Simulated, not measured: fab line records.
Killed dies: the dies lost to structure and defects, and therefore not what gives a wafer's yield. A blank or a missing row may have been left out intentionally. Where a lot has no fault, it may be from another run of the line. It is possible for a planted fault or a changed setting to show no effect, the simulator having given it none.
A struck lot beside a sound one / flow berkeley_cmos170 / 14 steps out of a route of 331
Sound: wafers L588.1, L588.2, L588.4. Wafers struck: L589.1, L589.3, L589.6. The cause comes at the end.
Per side, at each step with rows, come the tool, then ch with its chambers, and then its first start. Under that, the readings that differ: sound wafers / struck wafers / difference of the means / sigmas: that difference in standard deviations of wafers without a fault.
alike: readings with means less than 2 such deviations apart, plus words and numbers identical on both sides. not compared: withheld readings, readings lacking a value on some wafer, bounds such as >300 that could conceal the same value, and numbers that have no deviation in the record and whose values overlap.
A row with sigmas, a row that says differs or no value, or rows on one side alone: a step with any of these is where the two part. Non-overlapping numbers with no deviation appear without sigmas and do not part them. Lack of a reading on every wafer of one side parts them only where that side has two or more wafers.

UCB170_M2_METAL_ETCH_18: etches Al in Cl2/BCl3, stops on SiO2, target depth 1170 nm, time 195 s.
  sound on rie_metal-01 ch 0,1, day 11 03:01; struck on rie_metal-04 ch 1, day 10 21:52
reading=oes_product_au (a.u.); sound=0.834 0.836 0.848; struck=0.875 0.871 0.860; difference=+0.029; sigmas=+2
  alike: bcl3_flow_sccm, drypump_motor_current_A, throttle_valve_pct
  not compared: rf_hours_counter_h
UCB170_M2_STRIP_19: strips in O2.
  sound on plasma_asher-03 ch 0,1, day 11 03:12; struck on plasma_asher-03 ch 1, day 10 22:04
  alike: drypump_motor_current_A, oes_product_au
  not compared: rf_hours_counter_h
UCB170_M2_CD_MEAS_90: target cd 700 nm.
  struck on cd_sem-01, day 10 22:10; sound on cd_sem-01, day 11 03:18
  alike: cd_nm
UCB170_V2_CVD_00: deposits SiO2 from TEOS/O2, target thk 2000 nm, time 250 s.
  sound on pecvd-04 ch 0,2, day 11 03:25; struck on pecvd-01 ch 0,1,2, day 10 22:17
  alike: heater_power_w, pressure_mtorr
UCB170_V2_THK_MEAS_01:
  struck on film_metro-03, day 10 22:26; sound on film_metro-01, day 11 03:34
  alike: V2_TEOS_THK
UCB170_V2_CMP_02: polishes SiO2.
  sound on cmp-01 ch 0,2,3, day 11 03:41; struck on cmp-02 ch 1,3, day 10 22:33
  alike: motor_current_A
UCB170_V2_BOW_MEAS_03:
  struck on film_metro-03, day 10 22:48; sound on film_metro-01, day 11 03:56
  alike: V2_BOW
UCB170_V2_THK_MEAS_04:
  struck on film_metro-03, day 10 22:55; sound on film_metro-01, day 11 04:03
  alike: V2_POLISHED_THK
then, 4 steps without rows for these wafers: UCB170_V2_CLEAN_05 (cleans in DIW); UCB170_V2_HMDS_06 (prime time 60 s); UCB170_V2_COAT_07 (resist thk 900 nm); UCB170_V2_SOFTBAKE_08 (time 60 s).
UCB170_V2_EXPOSE_09: exposes mask VIA2, target cd 700 nm.
  struck on krf_scanner-02, day 10 23:49; sound on krf_scanner-02 ch 0, day 11 04:44
  no value came back on the struck wafers for exposure_dose_mJ_cm2, focus_offset_nm (nm); on the sound wafers exposure_dose_mJ_cm2 reads 36.97 36.99 36.93
  alike: mask
after that, 1 step had no rows for these wafers: UCB170_V2_PEB_10.

== WHERE THEY PART ==
At UCB170_M2_METAL_ETCH_18 first; at UCB170_V2_EXPOSE_09 last (within this record only).

WHY: whatever the simulator had introduced
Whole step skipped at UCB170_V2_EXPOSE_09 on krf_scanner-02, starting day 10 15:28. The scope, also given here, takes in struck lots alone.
